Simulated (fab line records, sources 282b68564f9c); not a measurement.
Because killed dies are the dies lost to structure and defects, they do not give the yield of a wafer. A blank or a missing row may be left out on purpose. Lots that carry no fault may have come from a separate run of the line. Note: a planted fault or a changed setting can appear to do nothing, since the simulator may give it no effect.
Split-lot trial -- flow rit-cmos -- 23 wafers read from 5 lots, route of 202 steps

SPLIT DETAILS
At RIT_PLDD_IMPLANT_08, the setting energy-kev was moved away from the recipe's 20 on 10 of the 23 wafers read, by -5.9% to +5.7%. The other wafers ran this setting at the recipe's value.

FROM THE SPLIT TO THE READING: what the file shows between them, 7 steps
- RIT_PSD_COAT_01: resist thk 1000 nm (also split here: spin-rpm)
- RIT_PSD_SOFTBAKE_02: time 60 s
- RIT_PSD_EXPOSE_03: exposes mask M10, target cd 40900 nm
- RIT_PSD_DEVELOP_05: develop time 50 s
- RIT_PSD_HARDBAKE_07: time 60 s
- RIT_PSD_IMPLANT_08 (also split here: dose-cm2)
- RIT_PSD_STRIP_09: strips in O2, time 180 s

THE READING
PLDD_RS in ohm/sq, measured at RIT_SDANNEAL_RS_MEAS_06 by four-point-probe. Fault-free wafers of this fab line usually give 178.8 ohm/sq, standard deviation 0.52 ohm/sq.

wafer,"tool, chamber at the split",energy-kev as run,against the recipe,"PLDD_RS, ohm/sq",against lot-mates on the recipe
L074.3,"implanter-02, 0",20,recipe,179.3,-
L074.4,"implanter-02, 0",20,recipe,179.1,-
L074.5,"implanter-02, 0",20,recipe,178.9,-
L077.1,"implanter-02, 0",20,recipe,178.5,-
L077.2,"implanter-02, 0",21,+5.0%,174.8,-3.6
L077.3,"implanter-02, 0",21,+5.0%,174.7,-3.7
L077.4,"implanter-02, 0",21,+5.0%,175.5,-2.9
L077.6,"implanter-02, 0",20,recipe,178.3,-
L078.2,"implanter-03, 0",20,recipe,178.7,-
L078.3,"implanter-03, 0",20,recipe,179.0,-
L078.4,"implanter-03, 0",20,recipe,178.1,-
L078.5,"implanter-03, 0",20.83,+4.1%,175.4,-3.2
L078.6,"implanter-03, 0",20.83,+4.1%,175.8,-2.8
L080.1,"implanter-04, 0",20,recipe,179.5,-
L080.2,"implanter-04, 0",20,recipe,179.3,-
L080.3,"implanter-04, 0",20,recipe,180.0,-
L080.4,"implanter-04, 0",21.15,+5.7%,175.8,-3.8
L080.5,"implanter-04, 0",21.15,+5.7%,175.3,-4.3
L083.1,"implanter-03, 0",18.82,-5.9%,182.6,+4.0
L083.2,"implanter-03, 0",20,recipe,178.3,-
L083.3,"implanter-03, 0",20,recipe,178.8,-
L083.5,"implanter-03, 0",18.82,-5.9%,182.3,+3.8
L083.6,"implanter-03, 0",18.82,-5.9%,182.7,+4.1

FIT RESULTS
A straight line over all 23 wafers: PLDD_RS changes by -0.667 ohm/sq for each +1% of energy-kev; r = -0.98; the points scatter about the line by 0.54 ohm/sq.
The same after taking each lot's own level away (the mean of its wafers on the recipe; 23 wafers): -0.688 ohm/sq for each +1%; r = -0.99; scatter 0.28 ohm/sq.
On that fit, the largest move of energy-kev shifts the reading by 4.1 ohm/sq.
The span of the lots' own levels, 178.40 to 179.60 ohm/sq, comes to 2.3 times the standard deviation stated above.
The two slopes agree, so the slope changes little with the lot-to-lot level.
Check: with one of the wafers moved furthest among these (-5.9%) left out of the fit, the line predicts +4.03 ohm/sq for it against its lot-mates. It came out at +4.05 ohm/sq against them.

ADDITIONAL SPLITS CARRIED BY THESE WAFERS
Before the reading, these wafers also passed through other splits. Each is held against what the fit with the lots' levels taken away leaves over:
other split on the same wafers,wafers away from the commonest value,r with PLDD_RS (lot level and that fit taken away)
RIT_GATE_ETCH_19 rf-w,11,-0.12
RIT_NLDD_COAT_01 spin-rpm,9,+0.00
RIT_NLDD_HARDBAKE_07 temp-c,11,-0.01
RIT_PSD_COAT_01 spin-rpm,5,-0.15
RIT_PSD_IMPLANT_08 dose-cm2,6,+0.01

THE WHOLE CHAIN: every reading that the file lists as answering this split, in the file's order
step,what it does,reading,change (the file's fit),r (the file's)
RIT_PLDD_IMPLANT_08,,"implant.rp-nm (the simulator's own value, which no gauge read)",+0.135 nm for each +1% of the setting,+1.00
RIT_PLDD_IMPLANT_08,,"implant.drp-nm (the simulator's own value, which no gauge read)",+0.0683 nm for each +1% of the setting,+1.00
RIT_SDANNEAL_RS_MEAS_06,measures by four-point-probe,PLDD_RS,-0.692 for each +1% of the setting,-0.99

FILE'S OWN FIT
PLDD_RS changes by -0.692 ohm/sq for each +1% of energy-kev, r = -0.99.
